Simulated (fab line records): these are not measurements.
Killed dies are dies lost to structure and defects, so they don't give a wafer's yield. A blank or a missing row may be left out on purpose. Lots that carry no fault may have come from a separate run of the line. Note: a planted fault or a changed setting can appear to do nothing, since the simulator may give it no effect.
The tool behind it: which one?	flow rit cmos	42 wafers from 14 lots sampled at 2 of the route's 202 steps

WHAT EACH GAUGE READ, for each wafer
No reading from a measuring or inspecting step in the record can be judged against a usual standard deviation.

EACH LOT AND THE TOOL THAT RAN IT (in order: tool; ch and the chambers of the sampled wafers; start)
lot	RIT_NLDD_HARDBAKE_07	RIT_M1_PROBE_99
L335	litho track-03 ch 0, day 2 23:04	-
L336	litho track-04 ch 0, day 3 06:23	prober-01, day 3 22:10
L337	litho track-03 ch 0, day 3 13:19	-
L338	litho track-02 ch 0, day 3 15:49	-
L339	litho track-02 ch 0, day 4 01:26	-
L340	litho track-04 ch 0, day 4 04:19	-
L341	litho track-03 ch 0, day 4 06:46	-
L344	litho track-02 ch 0, day 5 01:47	-
L348	litho track-02 ch 0, day 5 20:48	prober-01, day 6 12:29
L350	litho track-02 ch 0, day 6 08:35	-
L351	litho track-04 ch 0, day 6 13:19	-
L353	litho track-03 ch 0, day 7 01:38	-
L356	litho track-03 ch 0, day 7 13:33	-
L357	litho track-03 ch 0, day 7 17:28	-
- RIT_NLDD_HARDBAKE_07: time 60 s.
- RIT_M1_PROBE_99

AS READ BY THE TOOLS THEMSELVES (means over the sampled wafers that have a number; for cases with no such wafer, the mark the record gives instead)
RIT_NLDD_HARDBAKE_07.
lot	tool	chill plate temp C (C)	heater power total W (W)	plate temp C (C)
L335	litho track-03	23.08	62.54	140.08
L336	litho track-04	22.91	62.53	140.05
L337	litho track-03	22.96	62.55	140.01
L338	litho track-02	23.17	62.59	139.99
L339	litho track-02	23.10	62.56	140.03
L340	litho track-04	23.02	62.54	139.98
L341	litho track-03	23.12	62.57	140.06
L344	litho track-02	22.99	62.55	140.02
L348	litho track-02	23.01	61.50	138.34
L350	litho track-02	22.95	61.48	138.27
L351	litho track-04	22.96	62.52	140.02
L353	litho track-03	23.00	62.50	140.03
L356	litho track-03	22.99	62.55	140.11
L357	litho track-03	22.88	62.55	139.88

RIT_M1_PROBE_99.
lot	tool	killed at contacts	killed at front end	killed dies	killed open	killed short
L336	prober-01	0.0	7.3	7.3	3.3	4.0
L348	prober-01	0.0	6.7	6.7	3.7	3.0

THE ANSWER, worked out from the rows above alone
Rule: the usual values come from the lots themselves. Put in order of their means at a reading, lots are off if they are a third of the lots or fewer, leave a main group of 4 or more, and stand apart from it by a gap of 3 or more times the standard deviation of the main group's means; of several such gaps the widest counts. If all means in a main group match to the digits the tables above print for the reading, that group is not used. A lot without any number at a reading at which 4 lots or more have one is off too. All remaining lots with rows at the step are treated as sound. The gauges are gone through in route order, then the tools' own readings, and for those a lot's mean is taken as printed above. At the first step where some lot is off, the reading lying furthest off is the one used; lots without a number count as furthest.
Off, at RIT_NLDD_HARDBAKE_07 on heater power total W: L348, L350. The main group: mean 62.55 W, standard deviation 0.022.
If a tool, at that step or one of the process steps before it, ran each lot that is off and ran no sound lot following the first of them, it fits. One fits: RIT_NLDD_HARDBAKE_07 on litho track-02. Its last sound lot is L344 (day 5 01:47), its first lot that is off L348 (day 5 20:48): a fault that began between those two fits.
The tool's own readings at RIT_NLDD_HARDBAKE_07 bear it out: on the lots that are off they differ by more than 5 times the standard deviation of the sound lots' means. heater power total W reads 61.49 W there against 62.55 W on the sound lots; plate temp C reads 138.31 C there against 140.02 C on the sound lots.

WHAT THE SIMULATOR HAD INSERTED
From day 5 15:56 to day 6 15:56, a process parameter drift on litho track-02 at RIT_NLDD_HARDBAKE_07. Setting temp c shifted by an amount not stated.
Shown lots that were struck: L348, L350. Same finding as the rule above.
